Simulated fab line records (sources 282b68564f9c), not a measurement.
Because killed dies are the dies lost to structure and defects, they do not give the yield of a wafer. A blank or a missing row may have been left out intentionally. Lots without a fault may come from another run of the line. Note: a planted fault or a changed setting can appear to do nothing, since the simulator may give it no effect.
fab line records	flow rit_cmos
record: lots: 6	wafers: 18	last_day: 7
route steps=202 shown SPACER@127 NSD@131 PSD@143 SDANNEAL@153 M1@202
lots untouched by any fault: they come from a run of this same line in which no faults occurred
start_h: hours from the record's first day to the start of the lot's first wafer shown	wait_h: time in hours since the lot's previous step	" unchanged from the row above	L1.1+2: a row that stands for several wafers	- no value, or no start given	* or withheld: withheld	< > ~ a bound
route shown NAME@n: a module of which the file shows steps, and the number in the route of the first	usual: average and standard deviation across the fault-free wafers	same: alike in all rows	chamber/n: place in a boat	sites: each site's reading	_std_site: standard deviation of those values	_edge_site: the outer-site mean with the inner-site mean subtracted	radius_mm: how far each site lies from the wafer's centre	mask NAME#n: copy n	behind: tool/chamber where the wafer was last shaped	hold: the reason the lot was held/the length of the hold in hours/how it ended	device: which transistor (n, p or np) failed to switch	end of line: the route-end tests of the same wafers	a step given without rows: its recipe and nothing more	killed: dies lost to structure and defects at the first sort, not the wafer's yield	map: per-die view of a wafer (x killed, . not killed, _ where there is no die)
set.NAME: setting as actually run; set.NAME@STEP: the setting as run at that earlier step	model.NAME: the simulator's own value behind a step, which no gauge read
lots at some steps of the route; a table a step, a row a wafer
services: the hour from which a tool's chamber was out of use, counted from the record's first day as start_h (under 0 if before that day), plus the number of hours and why
== steps ==
step: RIT_SPACER_CLEAN_02
recipe: chemistry: SC2	mix: 3:3:50	time_s: 600	temp_c: 75	dry: n2_spin
step: RIT_SPACER_CVD_03
recipe: material: Si3N4	target_thk_nm: 250	temp_c: 810	precursor: SiH2Cl2/NH3	time_s: 3300	pressure_mtorr: 300	sih2cl2_flow_sccm: 60	nh3_flow_sccm: 150
step: RIT_SPACER_THK_MEAS_04
recipe: reads: Si3N4_of_SPACER_CVD_03
usual: SPACER_NITRIDE_THK: 249.2/2.5
lot.wafer	tool	chamber	start_h	wait_h	SPACER_NITRIDE_THK[nm]
L319.2	film_metro-04	-	52.07	0.0	247.5
L319.3	"	-	"	"	248.3
L319.4	"	-	"	"	248.5
L324.2	film_metro-03	-	75.55	0.0	251.5
L324.4	"	-	"	"	248.5
L324.5	"	-	"	"	249.5
L330.1	film_metro-03	-	102.96	0.0	248.0
L330.3	"	-	"	"	248.3
L330.6	"	-	"	"	249.3
L331.3	film_metro-04	-	107.42	0.0	249.4
L331.5	"	-	"	"	250.5
L331.6	"	-	"	"	252.0
L338.3	film_metro-04	-	145.90	0.0	244.7
L338.5	"	-	"	"	245.7
L338.6	"	-	"	"	246.0
L339.3	film_metro-04	-	147.57	0.0	256.7
L339.5	"	-	"	"	256.1
L339.6	"	-	"	"	252.9
step: RIT_SPACER_ETCHBACK_05
recipe: target_depth_a: 2500	SF6_flow_sccm: 30	CHF3_flow_sccm: 30	target: Si3N4	chemistry: SF6/CHF3	pressure_mtorr: 40	rf_w: 250	time_s: 240	stop_on: SiO2
usual: CHF3_flow_sccm: 29.99/0.095	drypump_motor_current_A: 5.8/0.47	oes_product_au: 0.843/0.013	throttle_valve_pct: 10.24/0.14
lot.wafer	tool	chamber	start_h	wait_h	CHF3_flow_sccm	drypump_motor_current_A	oes_product_au	rf_hours_counter_h	throttle_valve_pct
L319.2	rie_diel-04	1	52.12	0.0	29.80	5.8	0.827	32	10.18
L319.3	"	2	"	"	30.12	5.4	0.867	96	10.51
L319.4	"	0	"	"	30.10	4.7	0.817	83	10.19
L324.2	rie_diel-02	2	75.60	0.0	30.02	5.6	0.840	71	10.15
L324.4	"	1	"	"	29.89	6.5	0.846	132	10.12
L324.5	"	3	"	"	29.96	6.0	0.847	-	10.30
L330.1	rie_diel-04	2	103.02	0.1	30.17	5.4	0.857	96	10.54
L330.3	"	1	"	"	30.11	5.7	0.834	33	10.18
L330.6	"	0	"	"	29.99	4.8	0.826	-	10.20
L331.3	rie_diel-02	1	107.46	0.0	29.99	6.5	0.857	133	10.11
L331.5	"	2	"	"	29.89	5.6	0.846	-	10.14
L331.6	"	1	"	"	29.88	6.5	0.855	-	10.14
L338.3	rie_diel-04	0	145.94	0.0	29.95	4.7	0.817	85	10.17
L338.5	"	0	"	"	30.06	4.7	0.811	-	10.20
L338.6	"	1	"	"	29.92	5.7	0.834	-	10.18
L339.3	rie_diel-03	1	147.61	0.0	29.86	5.5	0.859	35	10.12
L339.5	"	2	"	"	29.87	6.3	0.843	-	10.19
L339.6	"	1	"	"	29.91	5.5	0.859	-	10.10
step: RIT_NSD_HMDS_00
recipe: prime_time_s: 60	prime_temp_c: 140
step: RIT_NSD_COAT_01
recipe: resist: NOVOLAK	spin_rpm: 3250	resist_thk_nm: 1000
step: RIT_NSD_SOFTBAKE_02
recipe: resist: NOVOLAK	temp_c: 90	time_s: 60
step: RIT_NSD_EXPOSE_03
recipe: mask_id: M9	na: 0.57	target_cd_nm: 40700	dose_mj: 250
step: RIT_NSD_PEB_04
recipe: resist: NOVOLAK	temp_c: withheld	time_s: withheld
step: RIT_NSD_DEVELOP_05
recipe: resist: NOVOLAK	develop_time_s: 50	dev_temp_c: 23
step: RIT_NSD_OVL_MEAS_06
usual: NSD_OVL: 1.1/1.3
lot.wafer	tool	chamber	start_h	wait_h	NSD_OVL[nm]
L319.2	overlay-01	-	53.13	-	0.8
L319.3	"	-	"	"	1.3
L319.4	"	-	"	"	2.5
L324.2	overlay-02	-	76.73	-	-0.9
L324.4	"	-	"	"	-0.9
L324.5	"	-	"	"	0.1
L330.1	overlay-02	-	104.02	-	-0.6
L330.3	"	-	"	"	3.1
L330.6	"	-	"	"	0.5
L331.3	overlay-01	-	108.48	-	0.5
L331.5	"	-	"	"	0.1
L331.6	"	-	"	"	1.9
L338.3	overlay-01	-	146.95	-	0.0
L338.5	"	-	"	"	-2.7
L338.6	"	-	"	"	-0.2
L339.3	overlay-02	-	148.84	-	0.8
L339.5	"	-	"	"	0.0
L339.6	"	-	"	"	1.3
step: RIT_NSD_HARDBAKE_07
recipe: resist: NOVOLAK	temp_c: 140	time_s: 60
step: RIT_NSD_IMPLANT_08
recipe: species: P	energy_kev: 25	dose_cm2: 1e+15	tilt_deg: 7
usual: dose_ions_cm2: 9.999e+14/1.1e+12	end_station_pressure_torr: 7.5e-06/3.9e-07	faraday_current_uA: 3136/67
lot.wafer	tool	chamber	start_h	wait_h	dose_ions_cm2	end_station_pressure_torr	faraday_current_uA
L319.2	implanter-03	0	53.33	0.1	9.99e+14	6.7e-06	3070
L319.3	"	0	"	"	9.98e+14	7.5e-06	3232
L319.4	"	0	"	"	1.0009e+15	8e-06	3212
L324.2	implanter-04	0	76.94	0.1	9.994e+14	7.7e-06	3145
L324.4	"	0	"	"	9.993e+14	7.9e-06	3288
L324.5	"	0	"	"	9.996e+14	7.3e-06	3225
L330.1	implanter-03	0	104.21	0.1	1.0015e+15	7.7e-06	3159
L330.3	"	0	"	"	9.992e+14	7.9e-06	3128
L330.6	"	0	"	"	1.0002e+15	8.1e-06	3182
L331.3	implanter-04	0	108.70	0.1	1.0002e+15	7.6e-06	3128
L331.5	"	0	"	"	9.99e+14	6.8e-06	3134
L331.6	"	0	"	"	1e+15	7.4e-06	3198
L338.3	implanter-04	0	147.17	0.1	4.003e+14	6.1e-06	1228
L338.5	"	0	"	"	3.997e+14	6.6e-06	1241
L338.6	"	0	"	"	4.003e+14	5.8e-06	1228
L339.3	implanter-04	0	149.07	0.1	3.99e+14	6e-06	1224
L339.5	"	0	"	"	3.993e+14	6.3e-06	1243
L339.6	"	0	"	"	3.985e+14	5.6e-06	1259
step: RIT_NSD_STRIP_09
recipe: chemistry: O2	time_s: 180	resist: NOVOLAK	platen_temp_c: withheld	power_w: 500	pressure_mtorr: 4000	o2_flow_sccm: 4000
usual: drypump_motor_current_A: 6.0/0.38
lot.wafer	tool	chamber	start_h	wait_h	drypump_motor_current_A	rf_hours_counter_h
L319.2	plasma_asher-02	0	53.46	0.1	5.3	41
L319.3	"	1	"	"	6.5	-
L319.4	"	0	"	"	5.3	-
L324.2	plasma_asher-04	0	77.06	0.1	6.0	30
L324.4	"	0	"	"	6.0	-
L324.5	"	1	"	"	6.1	-
L330.1	plasma_asher-01	0	104.36	0.1	6.3	47
L330.3	"	0	"	"	6.3	-
L330.6	"	0	"	"	6.3	-
L331.3	plasma_asher-04	1	108.86	0.1	6.1	-
L331.5	"	0	"	"	6.0	-
L331.6	"	1	"	"	6.1	-
L338.3	plasma_asher-02	1	147.33	0.1	6.5	-
L338.5	"	0	"	"	5.3	-
L338.6	"	1	"	"	6.5	-
L339.3	plasma_asher-01	0	149.22	0.1	6.3	-
L339.5	"	0	"	"	6.3	-
L339.6	"	1	"	"	5.9	-
step: RIT_NSD_TW_MEAS_10
usual: NSD_TW: 3137/40
lot.wafer	tool	chamber	start_h	wait_h	hold	NSD_TW
L319.2	film_metro-02	-	53.64	0.1	-	3170
L319.3	"	-	"	"	-	3163
L319.4	"	-	"	"	-	3155
L324.2	film_metro-03	-	77.25	0.1	-	3093
L324.4	"	-	"	"	-	3091
L324.5	"	-	"	"	-	3092
L330.1	film_metro-01	-	104.53	0.1	-	3175
L330.3	"	-	"	"	-	3167
L330.6	"	-	"	"	-	3177
L331.3	film_metro-01	-	108.99	0.1	-	3153
L331.5	"	-	"	"	-	3162
L331.6	"	-	"	"	-	3152
L338.3	film_metro-02	-	147.47	0.1	await_dispo/0.2h/release	2547
L338.5	"	-	"	"	await_dispo/0.2h/release	2546
L338.6	"	-	"	"	await_dispo/0.2h/release	2542
L338.3	film_metro-02	-	147.70	0.2	-	2547
L338.5	"	-	"	"	-	2534
L338.6	"	-	"	"	-	2539
L339.3	film_metro-01	-	149.36	0.1	await_dispo/0.2h/release	2541
L339.5	"	-	"	"	await_dispo/0.2h/release	2544
L339.6	"	-	"	"	await_dispo/0.2h/release	2554
L339.3	film_metro-01	-	149.59	0.2	-	2544
L339.5	"	-	"	"	-	2541
L339.6	"	-	"	"	-	2554
step: RIT_PSD_COAT_01
recipe: resist: NOVOLAK	spin_rpm: 3250	resist_thk_nm: 1000
step: RIT_PSD_SOFTBAKE_02
recipe: resist: NOVOLAK	temp_c: 90	time_s: 60
step: RIT_PSD_EXPOSE_03
recipe: mask_id: M10	na: 0.57	target_cd_nm: 40900	dose_mj: 250
step: RIT_PSD_PEB_04
recipe: resist: NOVOLAK	temp_c: withheld	time_s: withheld
step: RIT_PSD_DEVELOP_05
recipe: resist: NOVOLAK	develop_time_s: 50	dev_temp_c: 23
step: RIT_PSD_OVL_MEAS_06
usual: PSD_OVL: 0.7/1.4
lot.wafer	tool	chamber	start_h	wait_h	PSD_OVL[nm]
L319.2	overlay-02	-	54.68	-	0.6
L319.3	"	-	"	"	2.2
L319.4	"	-	"	"	2.3
L324.2	overlay-01	-	78.28	-	-2.9
L324.4	"	-	"	"	0.3
L324.5	"	-	"	"	-0.8
L330.1	overlay-01	-	105.44	-	0.0
L330.3	"	-	"	"	0.2
L330.6	"	-	"	"	-1.8
L331.3	overlay-01	-	109.90	-	1.0
L331.5	"	-	"	"	0.2
L331.6	"	-	"	"	0.7
L338.3	overlay-02	-	150.92	-	-0.1
L338.5	"	-	"	"	0.6
L338.6	"	-	"	"	1.1
L339.3	overlay-02	-	158.77	-	3.3
L339.5	"	-	"	"	5.3
L339.6	"	-	"	"	3.1
step: RIT_PSD_HARDBAKE_07
recipe: resist: NOVOLAK	temp_c: 140	time_s: 60
step: RIT_PSD_IMPLANT_08
recipe: species: BF2	energy_kev: 27	dose_cm2: 5e+15	tilt_deg: 7
step: RIT_PSD_STRIP_09
recipe: chemistry: O2	time_s: 180	resist: NOVOLAK	platen_temp_c: withheld	power_w: 500	pressure_mtorr: 4000	o2_flow_sccm: 4000
usual: drypump_motor_current_A: 6.0/0.47
lot.wafer	tool	chamber	start_h	wait_h	drypump_motor_current_A	rf_hours_counter_h
L319.2	plasma_asher-02	0	55.01	0.1	5.3	41
L319.3	"	0	"	"	5.3	-
L319.4	"	1	"	"	6.5	-
L324.2	plasma_asher-01	1	78.67	0.1	5.9	44
L324.4	"	0	"	"	6.3	-
L324.5	"	1	"	"	5.9	-
L330.1	plasma_asher-02	0	105.78	0.1	5.3	48
L330.3	"	0	"	"	5.3	-
L330.6	"	1	"	"	6.4	-
L331.3	plasma_asher-02	1	110.28	0.1	6.5	-
L331.5	"	0	"	"	5.3	-
L331.6	"	1	"	"	6.5	-
L338.3	plasma_asher-02	0	151.69	0.4	5.3	-
L338.5	"	1	"	"	6.4	-
L338.6	"	0	"	"	5.3	-
L339.3	plasma_asher-01	0	159.32	0.1	6.3	-
L339.5	"	0	"	"	6.3	-
L339.6	"	1	"	"	5.9	-
step: RIT_PSD_TW_MEAS_10
usual: PSD_TW: 3458/37
lot.wafer	tool	chamber	start_h	wait_h	PSD_TW
L319.2	film_metro-02	-	55.19	0.1	3469
L319.3	"	-	"	"	3477
L319.4	"	-	"	"	3476
L324.2	film_metro-02	-	78.86	0.1	3487
L324.4	"	-	"	"	3469
L324.5	"	-	"	"	3487
L330.1	film_metro-02	-	105.95	0.1	3445
L330.3	"	-	"	"	3451
L330.6	"	-	"	"	3457
L331.3	film_metro-02	-	110.42	0.1	3437
L331.5	"	-	"	"	3467
L331.6	"	-	"	"	3460
L338.3	film_metro-03	-	151.82	0.1	3382
L338.5	"	-	"	"	3364
L338.6	"	-	"	"	3384
L339.3	film_metro-03	-	159.46	0.1	3396
L339.5	"	-	"	"	3386
L339.6	"	-	"	"	3386
step: RIT_SDANNEAL_CLEAN_00
recipe: chemistry: SC1	mix: 3:3:50	time_s: 600	temp_c: 75
step: RIT_SDANNEAL_CLEAN_01
recipe: chemistry: dHF	dilution: 50:1	time_s: 30
step: RIT_SDANNEAL_CLEAN_02
recipe: chemistry: SC2	mix: 3:3:50	time_s: 600	temp_c: 75	dry: n2_spin
step: RIT_SDANNEAL_RTA_03
recipe: temp_c: 1050	time_s: 5	idle_temp_c: 600	ramp_up_c_per_s: 342	ramp_down_c_per_s: 171	cool_to_c: 600	ambient: N2
usual: wafer_temp_C_max: 1053.5/1.2
lot.wafer	tool	chamber	start_h	wait_h	wafer_temp_C_max
L319.2	rtp_anneal-02	0	55.63	0.0	1053.3
L319.3	"	0	"	"	1055.8
L319.4	"	0	"	"	1051.8
L324.2	rtp_anneal-01	0	79.29	0.0	1051.6
L324.4	"	0	"	"	1053.9
L324.5	"	0	"	"	1052.5
L330.1	rtp_anneal-01	0	106.55	0.0	1050.7
L330.3	"	0	"	"	1055.7
L330.6	"	0	"	"	1053.7
L331.3	rtp_anneal-02	0	111.19	0.0	1054.4
L331.5	"	0	"	"	1053.7
L331.6	"	0	"	"	1056.7
L338.3	rtp_anneal-01	0	152.49	0.0	1055.4
L338.5	"	0	"	"	1052.8
L338.6	"	0	"	"	1054.8
L339.3	rtp_anneal-02	0	159.94	0.0	1055.5
L339.5	"	0	"	"	1052.6
L339.6	"	0	"	"	1052.7
step: RIT_SDANNEAL_RS_MEAS_04
recipe: thk_meas_gauge: four-point-probe
usual: PSD_RS: 115.8/0.33
lot.wafer	tool	chamber	start_h	wait_h	PSD_RS[ohm/sq]
L319.2	film_metro-01	-	55.70	0.1	116.3
L319.3	"	-	"	"	116.2
L319.4	"	-	"	"	115.6
L324.2	film_metro-03	-	79.35	0.1	115.8
L324.4	"	-	"	"	116.2
L324.5	"	-	"	"	116.1
L330.1	film_metro-01	-	106.61	0.0	116.0
L330.3	"	-	"	"	116.3
L330.6	"	-	"	"	115.9
L331.3	film_metro-02	-	111.27	0.1	116.2
L331.5	"	-	"	"	116.3
L331.6	"	-	"	"	116.6
L338.3	film_metro-02	-	152.57	0.1	115.9
L338.5	"	-	"	"	115.7
L338.6	"	-	"	"	115.7
L339.3	film_metro-02	-	160.02	0.1	115.4
L339.5	"	-	"	"	115.5
L339.6	"	-	"	"	115.5
step: RIT_SDANNEAL_RS_MEAS_05
recipe: thk_meas_gauge: four-point-probe
usual: NSD_RS: 84.54/0.28
lot.wafer	tool	chamber	start_h	wait_h	hold	NSD_RS[ohm/sq]
L319.2	film_metro-01	-	55.82	0.1	-	84.73
L319.3	"	-	"	"	-	84.57
L319.4	"	-	"	"	-	84.57
L324.2	film_metro-03	-	79.47	0.1	-	84.68
L324.4	"	-	"	"	-	84.22
L324.5	"	-	"	"	-	84.80
L330.1	film_metro-01	-	106.73	0.1	-	84.50
L330.3	"	-	"	"	-	84.33
L330.6	"	-	"	"	-	84.51
L331.3	film_metro-02	-	111.39	0.1	-	84.45
L331.5	"	-	"	"	-	84.37
L331.6	"	-	"	"	-	84.59
L338.3	film_metro-02	-	152.69	0.1	await_dispo/0.2h/release	173.58
L338.5	"	-	"	"	await_dispo/0.2h/release	174.85
L338.6	"	-	"	"	await_dispo/0.2h/release	173.99
L338.3	film_metro-02	-	152.97	0.3	-	173.42
L338.5	"	-	"	"	-	174.48
L338.6	"	-	"	"	-	174.22
L339.3	film_metro-02	-	160.14	0.1	await_dispo/0.2h/release	175.85
L339.5	"	-	"	"	await_dispo/0.2h/release	176.89
L339.6	"	-	"	"	await_dispo/0.2h/release	176.66
L339.3	film_metro-02	-	160.42	0.3	-	175.95
L339.5	"	-	"	"	-	176.97
L339.6	"	-	"	"	-	176.31
step: RIT_M1_PROBE_99
usual: defect_limited_yield: 97.3/1	killed_at_front_end: 6.9/2.8	killed_dies: 7.1/2.8	killed_open: 3.4/1.9	killed_short: 3.6/1.7	sort_bin_3_pad_short: 0.1/0.21	sort_bin_5_function: 1.6/0.75	sort_bin_6_memory: 0.9/0.64	sort_n_pass: 256.9/2.8	sort_yield_pct: 97.3/1
same: gross_dies: 264	killed_at_M0_to_M3: 0	killed_at_M4_up: 0	killed_at_back_side: 0	killed_at_contacts: 0	killed_at_other: 0
lot.wafer	tool	chamber	start_h	wait_h	defect_limited_yield[%]	killed_at_front_end	killed_dies	killed_open	killed_short	sort_bin_3_pad_short[%]	sort_bin_5_function[%]	sort_bin_6_memory[%]	sort_n_pass	sort_yield_pct[%]
L319.2	prober-01	-	63.56	0.1	96.2	10	10	5	5	0	2.7	1.1	254.0	96.2
L319.3	prober-01	-	63.61	0.2	96.2	10	10	5	5	0.4	1.5	1.9	254.0	96.2
L319.4	prober-01	-	63.66	0.2	95.8	11	11	7	4	0	2.3	1.9	253.0	95.8
L324.2	prober-02	-	86.63	0.1	96.6	9	9	3	6	0	2.7	0.8	255.0	96.6
L324.4	prober-02	-	86.73	0.2	97.7	6	6	3	3	0	1.5	0.8	258.0	97.7
L324.5	prober-02	-	86.78	0.2	96.2	10	10	5	5	0.4	2.7	0.8	254.0	96.2
L330.1	prober-02	-	114.14	0.1	97.7	6	6	3	3	0	1.9	0.4	258.0	97.7
L330.3	prober-02	-	114.24	0.2	98.9	3	3	1	2	0	0.4	0.8	261.0	98.9
L330.6	prober-02	-	114.39	0.2	97.7	6	6	3	2	0	1.1	1.1	258.0	97.7
L331.3	prober-01	-	118.91	0.2	97.0	8	8	6	2	0	1.9	1.1	256.0	97.0
L331.5	prober-01	-	119.01	0.2	97.3	7	7	4	3	0.4	2.3	0	257.0	97.3
L331.6	prober-01	-	119.06	0.2	96.2	10	10	6	4	0.4	2.3	1.1	254.0	96.2
killed by level:class
L319.2 GATE:geometric_particle:open=3 REOX:geometric_particle:open=2 SPACER:geometric_particle:short=2 SILICIDE:geometric_particle:short=2 REOX:geometric_particle:short=1
L319.3 GATE:geometric_particle:open=3 GATE:geometric_particle:short=2 SILICIDE:geometric_particle:open=2 FOX1:geometric_particle:short=1 REOX:geometric_particle:short=1 SPACER:geometric_particle:short=1
L319.4 REOX:geometric_particle:short=3 SILICIDE:geometric_particle:open=3 GATE:geometric_particle:open=2 REOX:geometric_particle:open=1 SPACER:geometric_particle:open=1 SPACER:geometric_particle:short=1
L324.2 GATE:geometric_particle:short=4 GATE:geometric_particle:open=2 FOX1:geometric_particle:short=1 REOX:geometric_particle:short=1 REOX:geometric_particle:open=1
L324.4 GATE:geometric_particle:open=3 GATE:geometric_particle:short=2 REOX:geometric_particle:short=1
L324.5 FOX1:geometric_particle:open=2 GATE:geometric_particle:short=2 REOX:geometric_particle:open=2 REOX:geometric_particle:short=2 ACTIVE:geometric_particle:short=1 FOX2:geometric_particle:open=1
L330.1 GATE:geometric_particle:short=2 GATE:geometric_particle:open=2 FOX1:geometric_particle:short=1 FOX1:geometric_particle:open=1
L330.3 REOX:geometric_particle:open=1 REOX:geometric_particle:short=1 SPACER:geometric_particle:short=1
L330.6 GATE:geometric_particle:open=2 GATE:geometric_particle:short=1 SPACER:geometric_particle:open=1 SPACER:geometric_particle:short=1 PSD:coat_microbubble_printed=1
L331.3 FOX2:geometric_particle:open=2 SILICIDE:geometric_particle:open=2 GATE:geometric_particle:short=1 GATE:geometric_particle:open=1 SPACER:geometric_particle:open=1 SILICIDE:geometric_particle:short=1
L331.5 GATE:geometric_particle:short=2 SILICIDE:geometric_particle:open=2 FOX2:geometric_particle:open=1 GATE:geometric_particle:open=1 SILICIDE:geometric_particle:short=1
L331.6 GATE:geometric_particle:open=2 REOX:geometric_particle:short=2 SILICIDE:geometric_particle:open=2 FOX1:geometric_particle:open=1 FOX2:geometric_particle:short=1 SPACER:geometric_particle:open=1 SPACER:geometric_particle:short=1
== services ==
tool	chamber	start_h	hours	kind
rie_diel-02	-	37.99	14.6	pm
plasma_asher-02	-	40.67	2.8	pm
rtp_anneal-01	-	42.46	24.4	pm
rie_diel-04	3	44.83	3.5	repair
implanter-04	-	66.61	0.9	repair
rie_diel-03	-	70.76	10.0	pm
implanter-03	-	75.54	5.0	repair
rie_diel-04	2	79.64	9.2	repair
implanter-03	-	85.00	4.1	repair
rie_diel-03	0	87.35	15.6	repair
implanter-04	-	89.28	13.6	repair
implanter-04	-	92.22	3.7	repair
rie_diel-04	1	96.51	3.7	repair
plasma_asher-01	-	111.83	4.1	repair
implanter-03	-	121.39	1.0	repair
rie_diel-02	3	153.56	17.5	repair
plasma_asher-04	-	159.44	14.6	pm
== key ==
first_sign: step: RIT_NSD_IMPLANT_08	reading: dose_ions_cm2	direction: down	sigmas: 99+	usual: 9.999e+14	struck: 3.995e+14
effect: step: RIT_NSD_IMPLANT_08	reading: faraday_current_uA	direction: down	sigmas: 28	usual: 3136	struck: 1237
effect: step: RIT_NSD_TW_MEAS_10	reading: visit	direction: added
effect: step: RIT_NSD_TW_MEAS_10	reading: NSD_TW	direction: down	sigmas: 15	usual: 3137	struck: 2546
effect: step: RIT_SDANNEAL_RS_MEAS_05	reading: visit	direction: added
effect: step: RIT_SDANNEAL_RS_MEAS_05	reading: NSD_RS	direction: up	sigmas: 99+	usual: 84.54	struck: 175.30
met_at RIT_NSD_IMPLANT_08
struck_wafers L338.3,L338.5,L338.6,L339.3,L339.5,L339.6
scrapped_behind RIT_SDANNEAL_RS_MEAS_05 L338.3,L338.5,L338.6,L339.3,L339.5,L339.6
onset_between 108.70 147.17
fault: kind: process_parameter_drift	tool: implanter-04	chamber: -	onset_h: 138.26	steps: RIT_NSD_IMPLANT_08	channel: dose_cm2	offset: -6e+14	shape: step	end_h: 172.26	acts_in: these_recipes_only	stated: 1e+15
